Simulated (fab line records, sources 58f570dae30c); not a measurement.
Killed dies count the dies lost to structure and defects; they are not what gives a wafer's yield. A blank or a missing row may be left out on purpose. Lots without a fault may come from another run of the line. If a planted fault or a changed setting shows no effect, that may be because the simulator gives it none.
A struck lot beside a sound one || flow berkeleyCmos170 || 44 out of 331 route steps
Sound: the wafers L278.2, L278.3, L278.4. Struck: wafers L290.1, L290.2, L290.3. The cause is given at the end.
Each step with rows lists, per side, the tool, then ch with its chambers, then its first start. Under that, the readings that differ: sound wafers || struck wafers || difference of the means || sigmas: that difference in standard deviations of wafers without a fault.
alike: words and numbers the same on both sides, and readings whose means are apart by under 2 such deviations; not compared: readings that were withheld, readings missing a value for some wafer, numbers with overlapping values and no deviation given by the record, and bounds like >300 which may hide the same value.
The two part at a step that has a row with sigmas, a row that says differs or no value, or rows on one side only. Numbers that don't overlap but have no deviation are shown without sigmas and don't part them. Lack of a reading on every wafer of one side parts them only where that side has two or more wafers.

first, 1 step without rows for these wafers: UCB170_PLDD_IMPLANT_09.
UCB170_PLDD_STRIP_10: strips in O2.
  sound on plasmaAsher-03 ch 0,1, day 8 08:56; struck on plasmaAsher-04 ch 0,1, day 10 05:34
  alike: drypumpMotorCurrentA, oesProductAu, stripTimeToEndpointS
  not compared: rfHoursCounterH
UCB170_PLDD_TW_MEAS_11:
  sound on filmMetro-03 at day 8 09:03; struck on filmMetro-02 at day 10 05:40
{"reading": "PLDD_TW", "sound": "995 999 995", "struck": "1014 1019 1015", "difference": "+20", "sigmas": "+2"}
then, 7 steps without rows for these wafers: UCB170_PLDD_CLEAN_12 (cleans in SPM, time 600 s); UCB170_NLDD_HMDS_00 (prime time 60 s); UCB170_NLDD_COAT_01 (resist thk 900 nm); UCB170_NLDD_SOFTBAKE_02 (time 60 s); UCB170_NLDD_EXPOSE_03 (exposes mask NSELECT, target cd 1200 nm); UCB170_NLDD_PEB_04; UCB170_NLDD_DEVELOP_05 (develop time 45 s).
UCB170_NLDD_CD_MEAS_06: the cd target is 1200 nm.
  sound on cdSem-02 at day 8 10:22; struck on cdSem-02 at day 10 07:50
  alike: cdNm
UCB170_NLDD_OVL_MEAS_07:
  sound on overlay-02 at day 8 10:29; struck on overlay-02 at day 10 07:57
  alike: NLDD_OVL
UCB170_NLDD_IMPLANT_08:
  sound on implanter-04 ch 0, day 8 10:32; struck on implanter-04 ch 0, day 10 08:18
  alike: doseIonsCm2, faradayCurrentUA
then, 1 step without rows for these wafers: UCB170_NLDD_IMPLANT_09.
UCB170_NLDD_STRIP_10: strips in O2.
  sound on plasmaAsher-04 ch 0,1, day 8 10:49; struck on plasmaAsher-03 ch 0,1, day 10 08:38
  alike: drypumpMotorCurrentA, oesProductAu, stripTimeToEndpointS
  not compared: rfHoursCounterH
UCB170_NLDD_TW_MEAS_11:
  sound on filmMetro-02 at day 8 10:55; struck on filmMetro-03 at day 10 08:59
{"reading": "NLDD_TW", "sound": "2199 2200 2205", "struck": "2410 2420 2405", "difference": "+210", "sigmas": "+10"}
then, 1 step without rows for these wafers: UCB170_NLDD_CLEAN_12 (cleans in SPM, time 600 s).
UCB170_SPACER_CVD_00: deposits SiO2 from TEOS/O2, target thk 376 nm, time 47 s.
  sound on pecvd-01 ch 0,2, day 8 14:04; struck on pecvd-04 ch 0,1,2, day 10 10:25
  alike: heaterPowerW
  not compared: sinceWetCleanH
UCB170_SPACER_THK_MEAS_01:
  sound on filmMetro-03 at day 8 14:07; struck on filmMetro-01 at day 10 10:27
  alike: SPACER_TEOS_THK
then, 1 step without rows for these wafers: UCB170_SPACER_ANNEAL_02 (time 1800 s).
UCB170_SPACER_ETCHBACK_03: etches SiO2 in CHF3/CF4/Ar, stops on Si, target depth 376 nm, time 100 s.
  sound on rieDiel-03 ch 0,1,3, day 8 18:35; struck on rieDiel-02 ch 0,2,3, day 10 13:01
  alike: CHF3_flow_sccm, drypumpMotorCurrentA, oesProductAu, throttleValvePct
  not compared: rfHoursCounterH
then, 6 steps without rows for these wafers: UCB170_PSD_HMDS_00 (prime time 60 s); UCB170_PSD_COAT_01 (resist thk 900 nm); UCB170_PSD_SOFTBAKE_02 (time 60 s); UCB170_PSD_EXPOSE_03 (exposes mask PSELECT MOD, target cd 1200 nm); UCB170_PSD_PEB_04; UCB170_PSD_DEVELOP_05 (develop time 45 s).
UCB170_PSD_CD_MEAS_06: the cd target is 1200 nm.
  sound on cdSem-02 at day 8 19:50; struck on cdSem-02 at day 10 14:35
  alike: cdNm
UCB170_PSD_OVL_MEAS_07:
  sound on overlay-02 at day 8 19:57; struck on overlay-01 at day 10 14:42
  alike: PSD_OVL
then, 1 step without rows for these wafers: UCB170_PSD_IMPLANT_08.
UCB170_PSD_STRIP_09: strips in O2.
  sound on plasmaAsher-01 ch 0,1, day 8 20:08; struck on plasmaAsher-01 ch 0,1, day 10 14:53
  alike: drypumpMotorCurrentA, oesProductAu, stripTimeToEndpointS
  not compared: rfHoursCounterH
UCB170_PSD_TW_MEAS_10:
  sound on filmMetro-02 at day 8 20:14; struck on filmMetro-02 at day 10 14:59
  alike: PSD_TW
then, 7 steps without rows for these wafers: UCB170_PSD_CLEAN_11 (cleans in SPM, time 600 s); UCB170_NSD_HMDS_00 (prime time 60 s); UCB170_NSD_COAT_01 (resist thk 900 nm); UCB170_NSD_SOFTBAKE_02 (time 60 s); UCB170_NSD_EXPOSE_03 (exposes mask NSELECT MOD, target cd 1200 nm); UCB170_NSD_PEB_04; UCB170_NSD_DEVELOP_05 (develop time 45 s).
UCB170_NSD_CD_MEAS_06: the cd target is 1200 nm.
  sound on cdSem-02 at day 8 22:34; struck on cdSem-01 at day 10 16:38
{"reading": "cdNm (nm)", "sound": "1197.3 1197.8 1198.8", "struck": "1202.1 1203.3 1202.7", "difference": "+4.7", "sigmas": "+3"}
UCB170_NSD_OVL_MEAS_07:
  sound on overlay-01 at day 8 22:41; struck on overlay-01 at day 10 16:46
  alike: NSD_OVL
then, 1 step without rows for these wafers: UCB170_NSD_IMPLANT_08.
UCB170_SDANNEAL_RS_MEAS_05: a four-point-probe measurement.
  sound on filmMetro-02 at day 9 01:13; struck on filmMetro-02 at day 10 19:09
{"reading": "NLDD_RS (ohm/sq)", "sound": "617.4 615.7 616.0", "struck": "465.7 465.6 466.1", "difference": -150.6, "sigmas": "-99 or more"}
UCB170_M3_PROBE_99:
  the record holds rows for the sound wafers here (prober-01, day 10 03:10) but none for the struck ones

WHERE THEY PART
First at UCB170_PLDD_TW_MEAS_11; last, within this record, at UCB170_M3_PROBE_99.

WHY: what had been put in by the simulator
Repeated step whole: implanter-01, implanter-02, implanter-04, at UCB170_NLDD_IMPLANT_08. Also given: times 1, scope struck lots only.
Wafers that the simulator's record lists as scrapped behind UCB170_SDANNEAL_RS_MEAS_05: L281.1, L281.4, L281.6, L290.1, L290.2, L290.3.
